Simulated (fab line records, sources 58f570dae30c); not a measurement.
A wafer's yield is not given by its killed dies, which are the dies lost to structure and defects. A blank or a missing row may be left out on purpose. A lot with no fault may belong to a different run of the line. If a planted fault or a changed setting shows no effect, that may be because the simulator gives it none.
fab line records ; flow berkeley-cmos170
record lots=5; wafers=23
route steps=331 shown START@3 NWELL@28 PWELL@39 ACTIVE@65 PVT@123 GATE@135 PSD@183
start-h: start of the lot's first displayed wafer, in hours after the record's first day ; wait-h: how many hours have passed since the lot's step before this one ; " same as the row above ; L1.1+2: a single row standing in for several wafers ; - no value present, or no start provided ; * or withheld: withheld ; < > ~ a bound
route shown NAME@n: names a module that has steps shown in the file, with the first one's number in the route ; usual: mean and standard deviation over wafers with no fault ; same: alike in all rows ; chamber/n: place in a boat ; sites: each site's reading ; _std_site: the standard deviation of these ; _edge_site: inner sites' mean taken away from outer sites' mean ; radius-mm: how far each site lies from the wafer's centre ; mask NAME#n: copy n ; behind: the most recent tool/chamber to have shaped the wafer ; hold: why the lot went on hold/how many hours it stayed there/how the hold came to an end ; device: the transistor (n, p or np) that didn't switch ; end of line: tests of these same wafers at the route's end ; step lacking rows: just its recipe ; killed: dies that structure and defects cost at the first sort, which is not the same as the wafer's yield ; map: per-die view of a wafer (x killed, . not killed, _ where there is no die)
set.NAME: the setting the step ran with; set.NAME@STEP: the setting that earlier step ran with ; model.NAME: the simulator's own value behind a step, which no gauge read
lots where settings were altered on purpose, with a table for each step and a row for each wafer
## steps
# step UCB170_START_OXIDATION_02
# recipe temp-c=950; ambient=O2; target-thk-a=200; ox-time-s=1800
lot.wafer;tool;chamber;start-h;wait-h;set.temp-c;model.SiO2_of_START_OXIDATION_02.thk-nm
L074.2;-;-;-;1.4;950;19.55
L074.3;-;-;-;1.4;950;20.51
L074.4;-;-;-;1.4;950;20.32
L074.5;-;-;-;1.4;950;20.14
L074.6;-;-;-;1.4;950;19.72
L076.1;furnace-04;0;24.35;2.7;950;20.01
L076.2;furnace-04;0;24.35;2.7;950;20.08
L076.3;furnace-04;0;24.35;2.7;950;20.1
L080.1;-;-;-;1.7;971.3;24.41
L080.2;-;-;-;1.7;971.3;24.36
L080.3;-;-;-;1.7;971.3;24.19
L080.4;-;-;-;1.7;971.3;24.21
L080.6;-;-;-;1.7;971.3;24.54
L082.1;-;-;-;2.4;950;19.93
L082.2;-;-;-;2.4;950;20.25
L082.3;-;-;-;2.4;950;19.97
L082.4;-;-;-;2.4;950;20
L082.6;-;-;-;2.4;950;19.89
L084.1;-;-;-;3.7;929.7;15.53
L084.2;-;-;-;3.7;929.7;15.56
L084.3;-;-;-;3.7;929.7;15.17
L084.4;-;-;-;3.7;929.7;15.43
L084.5;-;-;-;3.7;929.7;15.88
# step UCB170_START_THK_MEAS_03
# recipe reads=SiO2_of_START_OXIDATION_02
# usual START_OXIDE_THK=19.9/0.32
lot.wafer;tool;chamber;start-h;wait-h;set.temp-c@START_OXIDATION_02;START_OXIDE_THK[nm]
L074.2;film-metro-03;-;-;-;950;19.5
L074.3;film-metro-03;-;-;-;950;20.5
L074.4;film-metro-03;-;-;-;950;20.3
L074.5;film-metro-03;-;-;-;950;20.2
L074.6;film-metro-03;-;-;-;950;19.7
L076.1;film-metro-03;-;25.85;0.0;950;20.0
L076.2;film-metro-03;-;25.85;0.0;950;20.1
L076.3;film-metro-03;-;25.85;0.0;950;20.1
L080.1;film-metro-02;-;-;-;971.3;24.4
L080.2;film-metro-02;-;-;-;971.3;24.3
L080.3;film-metro-02;-;-;-;971.3;24.2
L080.4;film-metro-02;-;-;-;971.3;24.2
L080.6;film-metro-02;-;-;-;971.3;24.6
L082.1;film-metro-01;-;-;-;950;19.9
L082.2;film-metro-01;-;-;-;950;20.3
L082.3;film-metro-01;-;-;-;950;20.0
L082.4;film-metro-01;-;-;-;950;20.0
L082.6;film-metro-01;-;-;-;950;20.0
L084.1;film-metro-01;-;-;-;929.7;15.6
L084.2;film-metro-01;-;-;-;929.7;15.6
L084.3;film-metro-01;-;-;-;929.7;15.1
L084.4;film-metro-01;-;-;-;929.7;15.4
L084.5;film-metro-01;-;-;-;929.7;15.8
# step UCB170_NWELL_IMPLANT_14
# recipe species=P; dose-cm2=1e+13; energy-kev=150; tilt-deg=7
lot.wafer;tool;chamber;start-h;wait-h;set.energy-kev;model.implant.rp-nm;model.implant.drp-nm
L074.2+5;implanter-03;0;29.33;0.1;150;193.3;62.72
L074.3+4+6;implanter-03;0;29.33;0.1;153;197.4;63.67
L076.1+2+3;implanter-03;0;40.75;0.1;150;189.6;62.72
L080.1+2+6;implanter-04;0;60.23;0.1;154.6;194.5;64.17
L080.3+4;implanter-04;0;60.23;0.1;150;188.5;62.72
L082.1+3+4;implanter-04;0;74.48;0.1;150;187.5;62.72
L082.2+6;implanter-04;0;74.48;0.1;158.2;198.1;65.27
L084.1+3+4;implanter-03;0;79.97;0.1;150;183.2;62.72
L084.2+5;implanter-03;0;79.97;0.1;147;179.4;61.75
# step UCB170_PWELL_CVD_05
# recipe material=Si3N4; target-thk-nm=220; temp-c=800; precursor=SiH2Cl2/NH3; time-s=3300; pressure-mtorr=200; sih2cl2-flow-sccm=25; nh3-flow-sccm=75
lot.wafer;tool;chamber;start-h;wait-h;set.time-s;model.Si3N4_of_PWELL_CVD_05.thk-nm
L074.2;-;-;-;0.0;3130;210.1
L074.3;-;-;-;0.0;3130;209.7
L074.4;-;-;-;0.0;3130;209.9
L074.5;-;-;-;0.0;3130;209.8
L074.6;-;-;-;0.0;3130;209.3
L076.1;lpcvd-01;0;58.18;0.0;3300;222.3
L076.2;lpcvd-01;0;58.18;0.0;3300;222.6
L076.3;lpcvd-01;0;58.18;0.0;3300;220.5
L080.1;-;-;-;1.7;2806;190.3
L080.2+6;-;-;-;1.7;2806;189.6
L080.3;-;-;-;1.7;2806;189.9
L080.4;-;-;-;1.7;2806;189.8
L082.1;-;-;-;0.2;3777;252
L082.2;-;-;-;0.2;3777;249.5
L082.3;-;-;-;0.2;3777;252.5
L082.4;-;-;-;0.2;3777;251
L082.6;-;-;-;0.2;3777;252.3
L084.1;-;-;-;0.0;3661;243.2
L084.2;-;-;-;0.0;3661;243.4
L084.3;-;-;-;0.0;3661;243.5
L084.4;-;-;-;0.0;3661;244.2
L084.5;-;-;-;0.0;3661;244.8
# step UCB170_PWELL_THK_MEAS_06
# recipe reads=Si3N4_of_PWELL_CVD_05
# usual PWELL_NITRIDE_THK=220.9/1.4
lot.wafer;tool;chamber;start-h;wait-h;set.time-s@PWELL_CVD_05;PWELL_NITRIDE_THK[nm]
L074.2;film-metro-04;-;-;-;3130;209.9
L074.3;film-metro-04;-;-;-;3130;209.8
L074.4;film-metro-04;-;-;-;3130;209.9
L074.5;film-metro-04;-;-;-;3130;209.8
L074.6;film-metro-04;-;-;-;3130;209.3
L076.1;film-metro-01;-;60.09;0.0;3300;222.4
L076.2;film-metro-01;-;60.09;0.0;3300;222.7
L076.3;film-metro-01;-;60.09;0.0;3300;220.2
L080.1;film-metro-04;-;-;-;2806;190.2
L080.2;film-metro-04;-;-;-;2806;189.6
L080.3;film-metro-04;-;-;-;2806;189.9
L080.4;film-metro-04;-;-;-;2806;189.9
L080.6;film-metro-04;-;-;-;2806;189.5
L082.1;film-metro-02;-;-;-;3777;252.2
L082.2;film-metro-02;-;-;-;3777;249.6
L082.3;film-metro-02;-;-;-;3777;252.4
L082.4;film-metro-02;-;-;-;3777;250.6
L082.6;film-metro-02;-;-;-;3777;252.4
L084.1;film-metro-04;-;-;-;3661;243.4
L084.2;film-metro-04;-;-;-;3661;243.4
L084.3;film-metro-04;-;-;-;3661;243.4
L084.4;film-metro-04;-;-;-;3661;244.2
L084.5;film-metro-04;-;-;-;3661;244.8
# step UCB170_PWELL_HMDS_07
# recipe prime-time-s=60; prime-temp-c=100
# step UCB170_PWELL_COAT_08
# recipe resist=KrF; spin-rpm=1500; resist-thk-nm=900
# step UCB170_PWELL_DEVELOP_12
# recipe developer=TMAH; develop-time-s=45; resist=KrF; dev-temp-c=21
# step UCB170_PWELL_ETCH_14
# recipe chemistry=CH3F/Ar/O2; target=Si3N4; stop-on=SiO2; CH3F_flow_sccm=20; Ar_flow_sccm=50; O2_flow_sccm=7; pressure-mtorr=50; rf-w=450; target-depth-a=2420; over-etch-frac=0.1; time-s=151
# usual oes-product-au=0.933/0.02
lot.wafer;tool;chamber;start-h;wait-h;set.time-s@PWELL_CVD_05;oes-product-au;model.etch.depth-nm
L074.2;rie-diel-04;0;45.03;0.0;3130;0.889;-
L074.3;rie-diel-04;2;45.03;0.0;3130;0.886;209.7
L074.4;rie-diel-04;3;45.03;0.0;3130;0.878;-
L074.5;rie-diel-04;0;45.03;0.0;3130;0.887;209.8
L074.6;rie-diel-04;2;45.03;0.0;3130;0.896;-
L076.1;rie-diel-03;3;62.02;0.0;3300;0.927;222.3
L076.2;rie-diel-03;0;62.02;0.0;3300;0.927;222.6
L076.3;rie-diel-03;1;62.02;0.0;3300;0.913;220.5
L080.1;rie-diel-02;2;77.93;0.0;2806;0.872;190.3
L080.2;rie-diel-02;1;77.93;0.0;2806;0.873;-
L080.3;rie-diel-02;0;77.93;0.0;2806;0.868;189.9
L080.4;rie-diel-02;0;77.93;0.0;2806;0.878;189.8
L080.6;rie-diel-02;2;77.93;0.0;2806;0.876;-
L082.1;rie-diel-02;0;91.59;0.0;3777;1.010;-
L082.2;rie-diel-02;3;91.59;0.0;3777;0.981;-
L082.3;rie-diel-02;1;91.59;0.0;3777;1.026;-
L082.4;rie-diel-02;0;91.59;0.0;3777;1.010;243.8
L082.6;rie-diel-02;3;91.59;0.0;3777;0.990;247.7
L084.1;rie-diel-04;3;94.99;0.0;3661;0.955;240.6
L084.2;rie-diel-04;1;94.99;0.0;3661;0.977;-
L084.3;rie-diel-04;2;94.99;0.0;3661;0.965;239.5
L084.4;rie-diel-04;0;94.99;0.0;3661;0.960;-
L084.5;rie-diel-04;2;94.99;0.0;3661;0.969;242.6
# step UCB170_ACTIVE_CVD_05
# recipe material=Si3N4; target-thk-nm=220; temp-c=800; precursor=SiH2Cl2/NH3; time-s=3300; pressure-mtorr=200; sih2cl2-flow-sccm=25; nh3-flow-sccm=75
lot.wafer;tool;chamber;start-h;wait-h;set.temp-c;model.Si3N4_of_ACTIVE_CVD_05.thk-nm
L074.2;-;-;-;2.2;816.3;294.1
L074.3;-;-;-;2.2;816.3;291.9
L074.4;-;-;-;2.2;816.3;293.5
L074.5;-;-;-;2.2;816.3;292.8
L074.6;-;-;-;2.2;816.3;293
L076.1;lpcvd-01;0;85.94;0.0;800;219.6
L076.2;lpcvd-01;0;85.94;0.0;800;222.7
L076.3;lpcvd-01;0;85.94;0.0;800;221.9
L080.1;-;-;-;0.0;819.1;314.1
L080.2+3;-;-;-;0.0;819.1;314.8
L080.4;-;-;-;0.0;819.1;313
L080.6;-;-;-;0.0;819.1;314.6
L082.1;-;-;-;1.0;800;218.5
L082.2;-;-;-;1.0;800;218.2
L082.3;-;-;-;1.0;800;218.9
L082.4;-;-;-;1.0;800;220.6
L082.6;-;-;-;1.0;800;220.3
L084.1;-;-;-;1.0;779.5;148.8
L084.2;-;-;-;1.0;779.5;150.1
L084.3;-;-;-;1.0;779.5;150.7
L084.4;-;-;-;1.0;779.5;152.5
L084.5;-;-;-;1.0;779.5;150.6
# step UCB170_ACTIVE_THK_MEAS_06
# recipe reads=Si3N4_of_ACTIVE_CVD_05
# usual ACTIVE_NITRIDE_THK=220.6/2.3
lot.wafer;tool;chamber;start-h;wait-h;set.temp-c@ACTIVE_CVD_05;ACTIVE_NITRIDE_THK[nm]
L074.2;film-metro-01;-;-;-;816.3;294.0
L074.3;film-metro-01;-;-;-;816.3;291.8
L074.4;film-metro-01;-;-;-;816.3;293.7
L074.5;film-metro-01;-;-;-;816.3;292.8
L074.6;film-metro-01;-;-;-;816.3;293.1
L076.1;film-metro-02;-;87.85;0.0;800;219.4
L076.2;film-metro-02;-;87.85;0.0;800;222.7
L076.3;film-metro-02;-;87.85;0.0;800;221.9
L080.1;film-metro-03;-;-;-;819.1;314.4
L080.2;film-metro-03;-;-;-;819.1;314.8
L080.3;film-metro-03;-;-;-;819.1;314.8
L080.4;film-metro-03;-;-;-;819.1;312.7
L080.6;film-metro-03;-;-;-;819.1;314.6
L084.1;film-metro-01;-;-;-;779.5;148.9
L084.2;film-metro-01;-;-;-;779.5;150.0
L084.3;film-metro-01;-;-;-;779.5;150.6
L084.4;film-metro-01;-;-;-;779.5;152.4
L084.5;film-metro-01;-;-;-;779.5;150.5
L082.1;film-metro-01;-;-;-;800;218.4
L082.2;film-metro-01;-;-;-;800;218.2
L082.3;film-metro-01;-;-;-;800;218.8
L082.4;film-metro-01;-;-;-;800;220.5
L082.6;film-metro-01;-;-;-;800;220.3
# step UCB170_ACTIVE_SOFTBAKE_09
# recipe resist=KrF; temp-c=130; time-s=60
lot.wafer;tool;chamber;start-h;wait-h;set.time-s
L074.2+3+4+5+6;litho-track-03;0;76.77;0.1;60
L076.1+2+3;litho-track-01;0;88.21;0.1;60
L080.1+2+3+4+6;litho-track-02;0;101.91;0.1;60
L084.1+2+3+4+5;litho-track-02;0;121.90;0.1;60
L082.1+4+6;litho-track-03;0;122.20;0.1;60
L082.2+3;litho-track-03;0;122.20;0.1;54.79
# step UCB170_ACTIVE_EXPOSE_10
# recipe mask-id=ACTIVE; target-cd-nm=1200; na=0.5; sigma-outer=0.6; source-shape=conventional; dose-mj=20
# step UCB170_ACTIVE_PEB_11
# recipe peb-temp-c=130; peb-time-s=withheld; resist=KrF
# step UCB170_ACTIVE_ETCH_15
# recipe chemistry=CH3F/Ar/O2; target=Si3N4; stop-on=SiO2; CH3F_flow_sccm=20; Ar_flow_sccm=50; O2_flow_sccm=7; pressure-mtorr=50; rf-w=450; target-depth-a=2420; over-etch-frac=0.1; time-s=151
# usual oes-product-au=0.926/0.014
lot.wafer;tool;chamber;start-h;wait-h;set.temp-c@ACTIVE_CVD_05;oes-product-au
L074.2;rie-diel-03;3;77.78;0.0;816.3;0.959
L074.3;rie-diel-03;0;77.78;0.0;816.3;0.955
L074.4;rie-diel-03;2;77.78;0.0;816.3;0.978
L074.5;rie-diel-03;1;77.78;0.0;816.3;0.968
L074.6;rie-diel-03;2;77.78;0.0;816.3;0.978
L076.1;rie-diel-04;0;89.26;0.0;800;0.922
L076.2;rie-diel-04;1;89.26;0.0;800;0.935
L076.3;rie-diel-04;2;89.26;0.0;800;0.929
L080.1;rie-diel-01;2;103.04;0.0;819.1;1.001
L080.2;rie-diel-01;1;103.04;0.0;819.1;0.979
L080.3;rie-diel-01;3;103.04;0.0;819.1;0.985
L080.4;rie-diel-01;0;103.04;0.0;819.1;1.003
L080.6;rie-diel-01;3;103.04;0.0;819.1;0.988
L084.1;rie-diel-01;0;123.05;0.0;779.5;0.765
L084.2;rie-diel-01;3;123.05;0.0;779.5;0.747
L084.3;rie-diel-01;2;123.05;0.0;779.5;0.759
L084.4;rie-diel-01;1;123.05;0.0;779.5;0.740
L084.5;rie-diel-01;3;123.05;0.0;779.5;0.744
L082.1;rie-diel-03;2;123.24;0.0;800;0.918
L082.2;rie-diel-03;0;123.24;0.0;800;0.923
L082.3;rie-diel-03;1;123.24;0.0;800;0.908
L082.4;rie-diel-03;3;123.24;0.0;800;0.920
L082.6;rie-diel-03;0;123.24;0.0;800;0.917
# step UCB170_PVT_STRIP_08
# recipe chemistry=O2; power-w=400; pressure-mtorr=3500; platen-temp-c=withheld; o2-flow-sccm=400; overash-fraction=0.5
# usual strip-time-to-endpoint-s=21.60/0.047
lot.wafer;tool;chamber;start-h;wait-h;set.o2-flow-sccm;strip-time-to-endpoint-s
L074.2;plasma-asher-04;1;104.48;0.1;369.1;21.79
L074.3;plasma-asher-04;1;104.48;0.1;369.1;21.86
L074.4;plasma-asher-04;0;104.48;0.1;369.1;21.91
L074.5;plasma-asher-04;0;104.48;0.1;400;21.62
L074.6;plasma-asher-04;1;104.48;0.1;400;21.55
L076.1;plasma-asher-04;1;118.50;0.1;400;21.48
L076.2;plasma-asher-04;0;118.50;0.1;400;21.62
L076.3;plasma-asher-04;0;118.50;0.1;400;21.57
L080.1;plasma-asher-02;1;137.89;0.1;449.2;21.22
L080.2;plasma-asher-02;0;137.89;0.1;400;21.61
L080.3;plasma-asher-02;1;137.89;0.1;449.2;21.27
L080.4;plasma-asher-02;0;137.89;0.1;400;21.61
L080.6;plasma-asher-02;1;137.89;0.1;400;21.64
L084.1;plasma-asher-02;1;153.34;0.1;400;21.63
L084.2;plasma-asher-02;0;153.34;0.1;400;21.62
L084.3;plasma-asher-02;1;153.34;0.1;400;21.61
L084.4;plasma-asher-02;0;153.34;0.1;400;21.66
L084.5;plasma-asher-02;0;153.34;0.1;400;21.58
L082.1;plasma-asher-04;0;153.43;0.1;400;21.61
L082.2;plasma-asher-04;1;153.43;0.1;400;21.59
L082.3;plasma-asher-04;1;153.43;0.1;423.4;21.43
L082.4;plasma-asher-04;0;153.43;0.1;423.4;21.49
L082.6;plasma-asher-04;0;153.43;0.1;400;21.63
# step UCB170_GATE_EXPOSE_09
# recipe mask-id=POLY; target-cd-nm=350; na=0.5; sigma-outer=0.6; source-shape=conventional; dose-mj=21
lot.wafer;tool;chamber;start-h;wait-h;mask;set.dose-mj
L074.2+3+4+5+6;krf-scanner-02;0;115.42;-;POLY#0;21
L076.1+2+3;krf-scanner-02;0;129.84;-;POLY#0;21
L080.1+2+6;krf-scanner-01;0;148.22;-;POLY#0;21.77
L080.3+4;krf-scanner-01;0;148.22;-;POLY#0;21
L084.1+3+5;krf-scanner-01;0;162.69;-;POLY#0;19.51
L084.2+4;krf-scanner-01;0;162.69;-;POLY#0;21
L082.1+4;krf-scanner-01;0;163.17;-;POLY#0;21
L082.2+3+6;krf-scanner-01;0;163.17;-;POLY#0;19.65
# step UCB170_GATE_PEB_10
# recipe peb-temp-c=130; peb-time-s=withheld; resist=KrF
# step UCB170_GATE_DEVELOP_11
# recipe developer=TMAH; develop-time-s=45; resist=KrF; dev-temp-c=21
# step UCB170_GATE_CD_MEAS_12
# recipe target-cd-nm=350
# usual cd-nm=350.0/1.3
lot.wafer;tool;chamber;start-h;wait-h;set.dose-mj@GATE_EXPOSE_09;cd-nm
L074.2;cd-sem-02;-;115.89;-;21;348.2
L074.3;cd-sem-02;-;115.89;-;21;350.3
L074.4;cd-sem-02;-;115.89;-;21;348.6
L074.5;cd-sem-02;-;115.89;-;21;348.6
L074.6;cd-sem-02;-;115.89;-;21;349.2
L076.1;cd-sem-02;-;130.58;-;21;351.5
L076.2;cd-sem-02;-;130.58;-;21;351.7
L076.3;cd-sem-02;-;130.58;-;21;352.1
L080.1;cd-sem-01;-;148.82;-;21.77;343.0
L080.2;cd-sem-01;-;148.82;-;21.77;342.3
L080.3;cd-sem-01;-;148.82;-;21;350.2
L080.4;cd-sem-01;-;148.82;-;21;350.1
L080.6;cd-sem-01;-;148.82;-;21.77;343.8
L084.1;cd-sem-01;-;163.36;-;19.51;360.1
L084.2;cd-sem-01;-;163.36;-;21;348.5
L084.3;cd-sem-01;-;163.36;-;19.51;360.5
L084.4;cd-sem-01;-;163.36;-;21;349.0
L084.5;cd-sem-01;-;163.36;-;19.51;360.3
L082.1;cd-sem-02;-;163.75;-;21;349.9
L082.2;cd-sem-02;-;163.75;-;19.65;359.6
L082.3;cd-sem-02;-;163.75;-;19.65;361.5
L082.4;cd-sem-02;-;163.75;-;21;347.5
L082.6;cd-sem-02;-;163.75;-;19.65;358.1
# step UCB170_GATE_ETCH_14
# recipe chemistry=N2/H2; target-depth-a=withheld; overetch-a=withheld; target=BARC; time-s=withheld; source-w=500; bias-w=100; pressure-mtorr=30; n2-flow-sccm=100; h2-flow-sccm=200
# step UCB170_GATE_ETCH_15
# recipe chemistry=HBr/Cl2; target=poly-Si; stop-on=SiO2; over-etch-frac=0.3; icp-w=300; bias-w=150; time-s=56.3; pressure-mtorr=15; HBr_flow_sccm=150; Cl2_flow_sccm=50; target-depth-a=2782
lot.wafer;tool;chamber;start-h;wait-h;set.dose-mj@GATE_EXPOSE_09;model.GATE.cd-nm
L074.2;rie-si-01;2;116.07;-;21;348.8
L074.3;rie-si-01;0;116.07;-;21;350
L074.4;rie-si-01;0;116.07;-;21;349.8
L074.5;rie-si-01;1;116.07;-;21;349
L074.6;rie-si-01;2;116.07;-;21;349.6
L076.1;rie-si-02;2;130.78;-;21;350.8
L076.2;rie-si-02;0;130.78;-;21;352
L076.3;rie-si-02;3;130.78;-;21;352.9
L080.1;rie-si-01;3;149.01;-;21.77;343
L080.2;rie-si-01;0;149.01;-;21.77;342.9
L080.3;rie-si-01;2;149.01;-;21;349.9
L080.4;rie-si-01;1;149.01;-;21;350.2
L080.6;rie-si-01;2;149.01;-;21.77;343.3
L084.1;rie-si-01;0;163.56;-;19.51;360
L084.2;rie-si-01;2;163.56;-;21;347.8
L084.3;rie-si-01;3;163.56;-;19.51;360.8
L084.4;rie-si-01;1;163.56;-;21;349.6
L084.5;rie-si-01;1;163.56;-;19.51;360.4
L082.1;rie-si-01;3;163.95;-;21;349.8
L082.2;rie-si-01;1;163.95;-;19.65;359.3
L082.3;rie-si-01;0;163.95;-;19.65;361.1
L082.4;rie-si-01;2;163.95;-;21;347.8
L082.6;rie-si-01;0;163.95;-;19.65;358.1
# step UCB170_GATE_STRIP_16
# recipe chemistry=O2; power-w=400; pressure-mtorr=3500; platen-temp-c=withheld; o2-flow-sccm=400; overash-fraction=0.5
# step UCB170_GATE_CD_MEAS_90
# recipe target-cd-nm=350
# usual cd-nm=350.1/1.4
lot.wafer;tool;chamber;start-h;wait-h;set.dose-mj@GATE_EXPOSE_09;cd-nm
L074.2;cd-sem-01;-;116.24;0.1;21;348.7
L074.3;cd-sem-01;-;116.24;0.1;21;349.8
L074.4;cd-sem-01;-;116.24;0.1;21;349.7
L074.5;cd-sem-01;-;116.24;0.1;21;349.1
L074.6;cd-sem-01;-;116.24;0.1;21;349.4
L076.1;cd-sem-01;-;130.93;0.1;21;351.0
L076.2;cd-sem-01;-;130.93;0.1;21;352.0
L076.3;cd-sem-01;-;130.93;0.1;21;352.9
L080.1;cd-sem-02;-;149.16;0.1;21.77;342.7
L080.2;cd-sem-02;-;149.16;0.1;21.77;342.7
L080.3;cd-sem-02;-;149.16;0.1;21;349.8
L080.4;cd-sem-02;-;149.16;0.1;21;350.3
L080.6;cd-sem-02;-;149.16;0.1;21.77;343.6
L084.1;cd-sem-01;-;163.71;0.1;19.51;359.6
L084.2;cd-sem-01;-;163.71;0.1;21;347.9
L084.3;cd-sem-01;-;163.71;0.1;19.51;361.0
L084.4;cd-sem-01;-;163.71;0.1;21;349.6
L084.5;cd-sem-01;-;163.71;0.1;19.51;360.4
L082.1;cd-sem-01;-;164.10;0.1;21;349.8
L082.2;cd-sem-01;-;164.10;0.1;19.65;359.3
L082.3;cd-sem-01;-;164.10;0.1;19.65;361.1
L082.4;cd-sem-01;-;164.10;0.1;21;347.7
L082.6;cd-sem-01;-;164.10;0.1;19.65;357.9
# step UCB170_PSD_IMPLANT_08
# recipe species=B; dose-cm2=3e+15; energy-kev=20; tilt-deg=7
lot.wafer;tool;chamber;start-h;wait-h;set.energy-kev;model.implant.rp-nm;model.implant.drp-nm
L074.2+3+4+5+6;implanter-02;0;123.42;0.0;20;67.52;28.34
L076.1+2+3;implanter-01;0;142.59;0.0;20;62.97;28.34
L080.1+2;implanter-02;0;158.94;0.0;20.6;65.86;28.98
L080.3+4+6;implanter-02;0;158.94;0.0;20;63.96;28.34
L084.1+2+5;implanter-02;0;174.41;0.0;21.15;68.5;29.65
L084.3+4;implanter-02;0;174.41;0.0;20;64.82;28.34
L082.1+3+6;implanter-01;0;174.65;0.0;20.52;70.57;28.89
L082.2+4;implanter-01;0;174.65;0.0;20;68.8;28.34
# step UCB170_PSD_STRIP_09
# recipe chemistry=O2; power-w=400; pressure-mtorr=3500; platen-temp-c=withheld; o2-flow-sccm=400; overash-fraction=0.5
# usual strip-time-to-endpoint-s=29.43/0.072
lot.wafer;tool;chamber;start-h;wait-h;set.energy-kev@PSD_IMPLANT_08;strip-time-to-endpoint-s
L074.2;plasma-asher-01;0;123.54;0.1;20;29.29
L074.3;plasma-asher-01;1;123.54;0.1;20;29.28
L074.4;plasma-asher-01;0;123.54;0.1;20;29.31
L074.5;plasma-asher-01;0;123.54;0.1;20;29.31
L074.6;plasma-asher-01;1;123.54;0.1;20;29.32
L076.1;plasma-asher-01;0;142.74;0.1;20;29.56
L076.2;plasma-asher-01;1;142.74;0.1;20;29.50
L076.3;plasma-asher-01;0;142.74;0.1;20;29.51
L080.1;plasma-asher-02;0;159.09;0.1;20.6;29.59
L080.2;plasma-asher-02;1;159.09;0.1;20.6;29.66
L080.3;plasma-asher-02;0;159.09;0.1;20;29.40
L080.4;plasma-asher-02;1;159.09;0.1;20;29.38
L080.6;plasma-asher-02;0;159.09;0.1;20;29.34
L084.1;plasma-asher-01;1;174.56;0.1;21.15;29.99
L084.2;plasma-asher-01;0;174.56;0.1;21.15;29.90
L084.3;plasma-asher-01;0;174.56;0.1;20;29.40
L084.4;plasma-asher-01;1;174.56;0.1;20;29.39
L084.5;plasma-asher-01;1;174.56;0.1;21.15;29.95
L082.1;plasma-asher-04;0;174.80;0.1;20.52;29.64
L082.2;plasma-asher-04;1;174.80;0.1;20;29.41
L082.3;plasma-asher-04;0;174.80;0.1;20.52;29.63
L082.4;plasma-asher-04;1;174.80;0.1;20;29.43
L082.6;plasma-asher-04;1;174.80;0.1;20.52;29.56
## key
split step=UCB170_START_OXIDATION_02; setting=temp-c; stated=950; by=lot
response step=UCB170_START_OXIDATION_02; reading=model.SiO2_of_START_OXIDATION_02.thk-nm; change=+2.01; per=1%; r=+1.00
response step=UCB170_START_THK_MEAS_03; reading=START_OXIDE_THK; change=+2.01; per=1%; r=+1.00
split step=UCB170_NWELL_IMPLANT_14; setting=energy-kev; stated=150; by=wafer
response step=UCB170_NWELL_IMPLANT_14; reading=model.implant.rp-nm; change=+1.96; per=1%; r=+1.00
response step=UCB170_NWELL_IMPLANT_14; reading=model.implant.drp-nm; change=+0.469; per=1%; r=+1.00
split step=UCB170_PWELL_CVD_05; setting=time-s; stated=3300; by=lot
response step=UCB170_PWELL_CVD_05; reading=model.Si3N4_of_PWELL_CVD_05.thk-nm; change=+2.1; per=1%; r=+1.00
response step=UCB170_PWELL_THK_MEAS_06; reading=PWELL_NITRIDE_THK; change=+2.1; per=1%; r=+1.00
response step=UCB170_PWELL_ETCH_14; reading=oes-product-au; change=+0.00437; per=1%; r=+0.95
response step=UCB170_PWELL_ETCH_14; reading=model.etch.depth-nm; change=+1.92; per=1%; r=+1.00
split step=UCB170_ACTIVE_CVD_05; setting=temp-c; stated=800; by=lot
response step=UCB170_ACTIVE_CVD_05; reading=model.Si3N4_of_ACTIVE_CVD_05.thk-nm; change=+32.7; per=1%; r=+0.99
response step=UCB170_ACTIVE_THK_MEAS_06; reading=ACTIVE_NITRIDE_THK; change=+32.7; per=1%; r=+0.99
response step=UCB170_ACTIVE_ETCH_15; reading=oes-product-au; change=+0.0459; per=1%; r=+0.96
split step=UCB170_ACTIVE_SOFTBAKE_09; setting=time-s; stated=60; by=wafer
response none clear
split step=UCB170_PVT_STRIP_08; setting=o2-flow-sccm; stated=400; by=wafer
response step=UCB170_PVT_STRIP_08; reading=strip-time-to-endpoint-s; change=*; per=1%; r=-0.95
split step=UCB170_GATE_EXPOSE_09; setting=dose-mj; stated=21; by=wafer
response step=UCB170_GATE_CD_MEAS_12; reading=cd-nm; change=-1.7; per=1%; r=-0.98
response step=UCB170_GATE_ETCH_15; reading=model.GATE.cd-nm; change=-1.69; per=1%; r=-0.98
response step=UCB170_GATE_CD_MEAS_90; reading=cd-nm; change=-1.68; per=1%; r=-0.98
split step=UCB170_PSD_IMPLANT_08; setting=energy-kev; stated=20; by=wafer
response step=UCB170_PSD_IMPLANT_08; reading=model.implant.rp-nm; change=+0.644; per=1%; r=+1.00
response step=UCB170_PSD_IMPLANT_08; reading=model.implant.drp-nm; change=+0.224; per=1%; r=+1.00
response step=UCB170_PSD_STRIP_09; reading=strip-time-to-endpoint-s; change=*; per=1%; r=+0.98
